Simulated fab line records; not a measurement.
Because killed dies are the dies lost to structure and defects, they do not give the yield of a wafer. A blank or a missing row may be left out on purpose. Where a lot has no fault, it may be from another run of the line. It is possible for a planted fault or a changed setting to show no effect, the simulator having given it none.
A lot that was struck, set against a sound lot + flow berkeley cmos170 + 14 out of 331 route steps
Sound: the wafers L872.3, L872.4, L872.6. Wafers L861.1, L861.5, L861.6 were the ones struck. At the end, the cause is stated.
Order at every step that has rows: each side's tool, ch and its chambers, its first start. Under that, the readings that differ: sound wafers + struck wafers + difference of the means + sigmas: that difference in standard deviations of wafers without a fault.
alike: a reading whose means differ by less than 2 such deviations, as well as words and numbers matching on both sides. not compared: withheld readings; readings where some wafer has no value; bounds like >300 that might hide an equal value; numbers whose values overlap and for which the record gives no deviation.
A row with sigmas, a row that says differs or no value, or rows on one side alone: a step with any of these is where the two part. Numbers that have no deviation but don't overlap get no sigmas and don't part them. Lack of a reading on every wafer of one side parts them only where that side has two or more wafers.

UCB170_PLDD_STRIP_10: strips in O2.
  sound on plasma asher-02 ch 0,1, day 10 08:55; struck on plasma asher-02 ch 0,1, day 8 04:05
  alike: drypump motor current A, oes product au, strip time to endpoint s
  not compared: rf hours counter h
UCB170_PLDD_TW_MEAS_11:
  sound: film metro-01 at day 10 09:01; struck: film metro-04 at day 8 04:11
  alike: PLDD_TW
then, 7 steps without rows for these wafers: UCB170_PLDD_CLEAN_12 (cleans in SPM, time 600 s); UCB170_NLDD_HMDS_00 (prime time 60 s); UCB170_NLDD_COAT_01 (resist thk 900 nm); UCB170_NLDD_SOFTBAKE_02 (time 60 s); UCB170_NLDD_EXPOSE_03 (exposes mask NSELECT, target cd 1200 nm); UCB170_NLDD_PEB_04; UCB170_NLDD_DEVELOP_05 (develop time 45 s).
UCB170_NLDD_CD_MEAS_06: target cd 1200 nm.
  sound: cd sem-02 at day 10 10:14; struck: cd sem-01 at day 8 05:59
  alike: cd nm
UCB170_NLDD_OVL_MEAS_07:
  sound: overlay-01 at day 10 10:20; struck: overlay-01 at day 8 06:06
  alike: NLDD_OVL
following that, these wafers have no rows for 1 step: UCB170_NLDD_IMPLANT_08.
UCB170_NLDD_IMPLANT_09:
  sound on implanter-02 ch 0, day 10 10:34; struck on implanter-01 ch 0, day 8 06:17
| reading                   | sound                | struck               | difference | sigmas |
|---------------------------|----------------------|----------------------|------------|--------|
| beam energy keV           | 30.013 30.020 30.020 | 29.090 29.087 29.101 | -0.925     | -84    |
| model.implant.drp nm (nm) | 9.611 9.611 9.611    | 9.393 9.393 9.393    | -0.218     |        |
  alike: faraday current uA
UCB170_NLDD_STRIP_10: strips in O2.
  sound on plasma asher-02 ch 0,1, day 10 10:41; struck on plasma asher-03 ch 0,1, day 8 06:26
  alike: drypump motor current A, oes product au, strip time to endpoint s
  not compared: rf hours counter h

## WHERE THEY PART
UCB170_NLDD_IMPLANT_09 only, going by this record. Later steps at which nothing parts them and some readings are alike: UCB170_NLDD_STRIP_10.

WHY: what had been put in by the simulator
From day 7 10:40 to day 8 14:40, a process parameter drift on implanter-01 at UCB170_NLDD_IMPLANT_09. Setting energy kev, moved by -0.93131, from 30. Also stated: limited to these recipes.
